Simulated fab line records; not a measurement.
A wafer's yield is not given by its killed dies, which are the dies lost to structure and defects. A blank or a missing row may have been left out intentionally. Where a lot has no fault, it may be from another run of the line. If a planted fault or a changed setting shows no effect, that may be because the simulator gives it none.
Matching of chambers | flow ritCmos | RIT_GATE_ETCH_19 on rieSi-01 has 4 sister chambers
The step etches poly-Si in SF6/CHF3/O2, stops on SiO2, time 172.7 s, target depth 312.5 nm. 8 wafers are shown with their chamber, then 8 later ones without.

WAFERS WITH THEIR CHAMBER
wafer  | chamber | drypumpMotorCurrentA (A) | throttleValvePct (%)
L883.2 | 0       | 5.1                      | 10.23
L883.6 | 3       | 5.6                      | 10.22
L885.6 | 3       | 5.6                      | 10.19
L895.2 | 1       | 6.8                      | 10.20
L897.2 | 0       | 5.1                      | 10.21
L897.3 | 2       | 5.0                      | 10.22
L897.4 | 1       | 6.9                      | 10.20
L899.2 | 2       | 5.0                      | 10.23

WAFERS WITHOUT THEIR CHAMBER
wafer  | drypumpMotorCurrentA (A) | throttleValvePct (%)
L899.4 | 5.6                      | 10.21
L899.6 | 6.8                      | 10.19
L901.2 | 5.0                      | 10.24
L901.4 | 5.6                      | 10.20
L901.6 | 6.8                      | 10.20
L903.1 | 5.1                      | 10.17
L903.4 | 5.0                      | 10.24
L903.5 | 6.8                      | 10.19

THE CHAMBER EACH PASSED THROUGH
wafer  | from the rows above     | in truth
L899.4 | 3                       | 3
L899.6 | 1                       | 1
L901.2 | 2                       | 2
L901.4 | 3                       | 3
L901.6 | 1                       | 1
L903.1 | can't be placed: 0 or 2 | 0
L903.4 | 2                       | 2
L903.5 | 1                       | 1
Correct placement for 7 of the 8. Not placeable from these rows: 1 (in 1, the candidates include the true chamber). Wrongly placed: 0.
How it was worked out, from the rows above alone: a wafer's distance from a chamber is the root of the sum, over the readings, of the square of ((its reading less the chamber's mean) divided by the reading's scatter). If the next closest chamber is less than 2 further off than the closest, the wafer can't be placed; otherwise it belongs to the closest. The mean given for a chamber averages the wafers shown for that chamber. How the scatter is found: for the shown wafers, subtract from each reading the mean of its chamber, square and add these, divide the total by (wafers less chambers), then take the root.
